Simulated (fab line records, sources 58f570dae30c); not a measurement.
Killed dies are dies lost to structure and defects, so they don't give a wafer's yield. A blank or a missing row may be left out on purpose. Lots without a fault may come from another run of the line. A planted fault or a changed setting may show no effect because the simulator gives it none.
Chamber matching | flow berkeley_cmos170 | UCB170_ZERO_ETCH_06 on rie_diel-03: 4 sister chambers
The step etches SiO2 in CHF3/CF4/Ar, time 12 s. 7 wafers are shown with their chamber, then 8 later ones without.

WAFERS WITH THEIR CHAMBER
wafer  | chamber | throttle_valve_pct (%) | oes_product_au (a.u.)
L329.3 | 0       | 9.13                   | 0.614
L331.2 | 0       | 9.14                   | 0.605
L333.3 | 1       | 9.01                   | 0.616
L333.5 | 2       | 9.07                   | 0.619
L337.5 | 3       | 9.42                   | 0.638
L337.6 | 2       | 9.07                   | 0.619
L340.3 | 3       | 9.43                   | 0.625

WAFERS WITHOUT THEIR CHAMBER
wafer  | throttle_valve_pct (%) | oes_product_au (a.u.)
L340.4 | 9.01                   | 0.611
L340.5 | 9.00                   | 0.620
L342.1 | 9.12                   | 0.616
L342.3 | 9.00                   | 0.609
L342.5 | 9.08                   | 0.625
L344.3 | 9.40                   | 0.632
L344.4 | 9.14                   | 0.615
L344.5 | 9.07                   | 0.626

WHICH CHAMBER EACH WENT THROUGH
wafer  | from the rows above | in truth
L340.4 | 1                   | 1
L340.5 | 1                   | 1
L342.1 | 0                   | 0
L342.3 | 1                   | 1
L342.5 | 2                   | 2
L344.3 | 3                   | 3
L344.4 | 0                   | 0
L344.5 | 2                   | 2
Placed correctly: 8 of 8. Can't be placed from these rows: 0. Placed wrongly: 0.
How it was worked out, from the rows above alone: a wafer's distance from a chamber is the root of the sum, over the readings, of the square of ((its reading less the chamber's mean) divided by the reading's scatter). The wafer belongs to the nearest chamber; if the next one is less than 2 further off, it can't be placed. A chamber's mean is the mean of its shown wafers. The scatter: the root of (the sum of the squares of (reading less its chamber's mean) over the shown wafers, divided by (wafers less chambers)).
